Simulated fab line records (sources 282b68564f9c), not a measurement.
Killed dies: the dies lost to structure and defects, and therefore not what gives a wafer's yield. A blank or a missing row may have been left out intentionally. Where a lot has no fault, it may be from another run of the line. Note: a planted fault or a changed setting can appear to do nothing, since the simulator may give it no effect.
What tool caused it? -- flow ritCmos -- 45 wafers from 15 lots sampled at 2 of the route's 202 steps

== WHAT EACH GAUGE READ, for each wafer ==
RIT_CONTACT_CD_MEAS_08 targets a cd of 1000 nm.
lot,measured,on,cdNm (nm)
L458,day 3 19:44,cdSem-01,995.4 996.2 997.9
L460,day 4 11:02,cdSem-01,998.5 999.1 996.1
L462,day 4 14:43,cdSem-01,999.2 995.8 997.6
L463,day 5 01:28,cdSem-02,- - -
L464,day 5 03:38,cdSem-01,- - -
L465,day 5 10:56,cdSem-01,- - -
L469,day 6 01:10,cdSem-01,998.2 1000.8 999.3
L470,day 6 14:27,cdSem-02,997.5 998.2 997.6
L471,day 7 03:29,cdSem-02,999.0 998.5 1001.6
L472,day 7 05:25,cdSem-01,1003.7 1003.3 1004.2
L475,day 7 22:47,cdSem-01,998.3 999.7 999.6
L476,day 8 00:45,cdSem-01,999.8 997.3 996.4
L478,day 8 05:50,cdSem-01,1000.8 1003.0 999.6
L477,day 8 07:17,cdSem-01,1002.3 1001.4 1002.7
L479,day 8 11:24,cdSem-02,1000.1 997.7 996.3

== TOOL THAT RAN EACH LOT (tool first, then ch and the chambers of the sampled wafers, then the start) ==
lot,RIT_CONTACT_COAT_03
L458,"lithoTrack-03 ch 0, day 3 18:53"
L460,"lithoTrack-04 ch 0, day 4 10:13"
L462,"lithoTrack-04 ch 0, day 4 13:46"
L463,"lithoTrack-04, day 5 00:40"
L464,"lithoTrack-03, day 5 02:41"
L465,"lithoTrack-02, day 5 07:40"
L469,"lithoTrack-02 ch 0, day 6 00:20"
L470,"lithoTrack-03 ch 0, day 6 13:31"
L471,"lithoTrack-02 ch 0, day 7 02:40"
L472,"lithoTrack-02 ch 0, day 7 04:25"
L475,"lithoTrack-03 ch 0, day 7 21:50"
L476,"lithoTrack-03 ch 0, day 7 23:57"
L478,"lithoTrack-02 ch 0, day 8 04:51"
L477,"lithoTrack-02 ch 0, day 8 06:23"
L479,"lithoTrack-03 ch 0, day 8 10:34"
- RIT_CONTACT_COAT_03: resist thk 1000 nm.

== WHAT THE TOOLS THEMSELVES READ (means of the sampled wafers that have a number; where no wafer has one, the mark that the record gives instead) ==
RIT_CONTACT_COAT_03.
lot,tool,chillPlateTempC (C),dispensePressureKPa (kPa)
L458,lithoTrack-03,22.97,59
L460,lithoTrack-04,23.04,48
L462,lithoTrack-04,23.10,48
L463,lithoTrack-04,-,-
L464,lithoTrack-03,-,-
L465,lithoTrack-02,-,-
L469,lithoTrack-02,22.97,43
L470,lithoTrack-03,23.02,59
L471,lithoTrack-02,22.89,43
L472,lithoTrack-02,23.00,43
L475,lithoTrack-03,22.87,59
L476,lithoTrack-03,23.00,59
L478,lithoTrack-02,23.10,44
L477,lithoTrack-02,23.20,44
L479,lithoTrack-03,23.02,59

== THE ANSWER, worked out from the rows above alone ==
Rule: the lots themselves supply what counts as usual. The widest of any qualifying gaps counts: lots, ordered by their means at a reading, are off when they make up no more than a third of the lots, leave a main group of 4 or more, and stand apart from it by 3 or more times the standard deviation of that group's means. Not used: any main group whose means are identical at the precision the tables above print for the reading. A lot without any number at a reading at which 4 lots or more have one is off too. All remaining lots with rows at the step are treated as sound. First the gauges in route order, then the tools' own readings, where a lot's mean is used as printed above. The first step at which some lot is off is used, and at that step the reading that is off furthest; a lot without a number counts as furthest.
Off, at RIT_CONTACT_CD_MEAS_08 on cdNm: L463, L464, L465. Without a number there: L463, L464, L465. The main group: mean 999.2 nm, standard deviation 2.
If a tool, at a process step before that reading, ran all the lots that are off and no sound lot after the first of them, it fits. The gauges at RIT_CONTACT_CD_MEAS_08 aren't tried: what is off there is off at RIT_CONTACT_COAT_03 too, on other tools, and a gauge's error can't cause that. None of those tried fits.

== WHAT THE SIMULATOR HAD PUT IN ==
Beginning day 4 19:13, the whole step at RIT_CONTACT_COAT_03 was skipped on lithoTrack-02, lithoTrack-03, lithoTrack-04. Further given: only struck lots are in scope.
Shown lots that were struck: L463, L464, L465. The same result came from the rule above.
